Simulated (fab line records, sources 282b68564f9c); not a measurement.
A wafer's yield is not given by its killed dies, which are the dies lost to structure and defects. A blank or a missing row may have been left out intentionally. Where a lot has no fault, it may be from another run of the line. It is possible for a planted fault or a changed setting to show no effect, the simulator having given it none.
Struck lot and sound lot, side by side | flow ritCmos | 44 out of 202 route steps
Sound: these wafers, L659.1, L659.2, L659.6. Wafers L666.2, L666.3, L666.4 were the ones struck. The cause is given at the end.
Per side, at each step with rows, come the tool, then ch with its chambers, and then its first start. Under that, the readings that differ: sound wafers | struck wafers | difference of the means | sigmas: that difference in standard deviations of wafers without a fault.
alike: readings whose means differ by less than 2 such deviations, and words and numbers that are the same on both sides. not compared: withheld readings, readings that some wafer has no value for, bounds like >300 that may hide the same value, and numbers for which the record gives no deviation and whose values overlap.
A row with sigmas, a row that says differs or no value, or rows on one side alone: a step with any of these is where the two part. When numbers do not overlap yet have no deviation, they are printed without sigmas and do not part them. Lack of a reading on every wafer of one side parts them only where that side has two or more wafers.

first, 3 steps without rows for these wafers: RIT_REOX_CLEAN_01 (cleans in dHF, time 30 s); RIT_REOX_CLEAN_02 (cleans in SC2, time 600 s); RIT_REOX_OXIDATION_03 (target thk 25.2 nm, ox time 5580 s).
RIT_REOX_THK_MEAS_04:
  sound: filmMetro-02 at day 5 06:49; struck: filmMetro-02 at day 7 02:55
  alike: REOX_OXIDE_THK
then, 6 steps without rows for these wafers: RIT_NLDD_HMDS_00 (prime time 60 s); RIT_NLDD_COAT_01 (resist thk 1000 nm); RIT_NLDD_SOFTBAKE_02 (time 60 s); RIT_NLDD_EXPOSE_03 (exposes mask M7, target cd 40700 nm); RIT_NLDD_PEB_04; RIT_NLDD_DEVELOP_05 (develop time 50 s).
RIT_NLDD_OVL_MEAS_06:
  sound: overlay-02 at day 5 07:44; struck: overlay-02 at day 7 03:49
  alike: NLDD_OVL
then, 1 step without rows for these wafers: RIT_NLDD_HARDBAKE_07 (time 60 s).
RIT_NLDD_IMPLANT_08:
  sound on implanter-04 ch 0, day 5 07:55; struck on implanter-04 ch 0, day 7 04:02
reading           | sound             | struck             | difference | sigmas
tiltDeg (degrees) | 7.012 7.000 7.046 | 0.007 -0.006 0.019 | -7.013     | -99 or more
  alike: beamEnergyKeV
RIT_NLDD_STRIP_09: strips in O2, time 180 s.
  sound on plasmaAsher-04 ch 0,1, day 5 08:04; struck on plasmaAsher-02 ch 0,1, day 7 04:09
reading                  | sound          | struck         | difference | sigmas
drypumpMotorCurrentA (A) | 6.31 6.15 6.29 | 5.62 5.61 5.53 | -0.66      | -3
  not compared: rfHoursCounterH
RIT_NLDD_TW_MEAS_10:
  sound: filmMetro-04 at day 5 08:15; struck: filmMetro-04 at day 7 04:20
reading | sound          | struck         | difference | sigmas
NLDD_TW | 2448 2447 2448 | 2249 2235 2245 | -205       | -9
then, 6 steps without rows for these wafers: RIT_PLDD_HMDS_00 (prime time 60 s); RIT_PLDD_COAT_01 (resist thk 1000 nm); RIT_PLDD_SOFTBAKE_02 (time 60 s); RIT_PLDD_EXPOSE_03 (exposes mask M8, target cd 40900 nm); RIT_PLDD_PEB_04; RIT_PLDD_DEVELOP_05 (develop time 50 s).
RIT_PLDD_OVL_MEAS_06:
  sound: overlay-02 at day 5 09:17; struck: overlay-01 at day 7 05:14
  alike: PLDD_OVL
then, 2 steps without rows for these wafers: RIT_PLDD_HARDBAKE_07 (time 60 s); RIT_PLDD_IMPLANT_08.
RIT_PLDD_STRIP_09: strips in O2, time 180 s.
  sound on plasmaAsher-04 ch 0,1, day 5 09:37; struck on plasmaAsher-02 ch 0,1, day 7 05:34
  alike: drypumpMotorCurrentA
  not compared: rfHoursCounterH
RIT_PLDD_TW_MEAS_10:
  sound: filmMetro-03 at day 5 09:47; struck: filmMetro-03 at day 7 05:46
  alike: PLDD_TW
then, 4 steps without rows for these wafers: RIT_SPACER_CLEAN_00 (cleans in SC1, time 600 s); RIT_SPACER_CLEAN_01 (cleans in dHF, time 30 s); RIT_SPACER_CLEAN_02 (cleans in SC2, time 600 s); RIT_SPACER_CVD_03 (deposits Si3N4 from SiH2Cl2/NH3, target thk 250 nm, time 3300 s).
RIT_SPACER_THK_MEAS_04:
  sound: filmMetro-01 at day 5 12:08; struck: filmMetro-03 at day 7 08:06
reading                 | sound             | struck            | difference | sigmas
SPACER_NITRIDE_THK (nm) | 251.8 253.8 250.9 | 246.5 247.2 247.2 | -5.2       | -2
RIT_SPACER_ETCHBACK_05: etches Si3N4 in SF6/CHF3, stops on SiO2, target depth 250 nm, time 240 s.
  sound on rieDiel-02 ch 0,1,3, day 5 12:12; struck on rieDiel-04 ch 1,2, day 7 08:09
  alike: drypumpMotorCurrentA, oesProductAu, throttleValvePct
  not compared: rfHoursCounterH
then, 6 steps without rows for these wafers: RIT_NSD_HMDS_00 (prime time 60 s); RIT_NSD_COAT_01 (resist thk 1000 nm); RIT_NSD_SOFTBAKE_02 (time 60 s); RIT_NSD_EXPOSE_03 (exposes mask M9, target cd 40700 nm); RIT_NSD_PEB_04; RIT_NSD_DEVELOP_05 (develop time 50 s).
RIT_NSD_OVL_MEAS_06:
  sound: overlay-02 at day 5 13:20; struck: overlay-01 at day 7 09:29
  alike: NSD_OVL
then, 2 steps without rows for these wafers: RIT_NSD_HARDBAKE_07 (time 60 s); RIT_NSD_IMPLANT_08.
RIT_NSD_STRIP_09: strips in O2, time 180 s.
  sound on plasmaAsher-01 ch 0,1, day 5 13:40; struck on plasmaAsher-03 ch 0,1, day 7 09:49
reading                  | sound       | struck      | difference | sigmas
drypumpMotorCurrentA (A) | 5.5 5.0 5.5 | 5.9 6.0 5.9 | +0.6       | +2
  not compared: rfHoursCounterH
RIT_SDANNEAL_RS_MEAS_07: a four-point-probe measurement.
  sound: filmMetro-04 at day 5 16:17; struck: filmMetro-01 at day 7 12:29
reading          | sound             | struck            | difference | sigmas
NLDD_RS (ohm/sq) | 152.0 151.8 152.3 | 142.8 143.0 142.6 | -9.2       | -18
RIT_M1_PROBE_99:
  rows exist in the record for the sound wafers here (prober-02, day 5 23:11), none for the struck ones

== WHERE THEY PART ==
Earliest at RIT_NLDD_IMPLANT_08; latest, in this record, at RIT_M1_PROBE_99.

WHY: whatever the simulator had introduced
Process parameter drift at RIT_NLDD_IMPLANT_08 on implanter-04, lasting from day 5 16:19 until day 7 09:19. Setting tiltDeg, moved by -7, from 7. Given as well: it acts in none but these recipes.
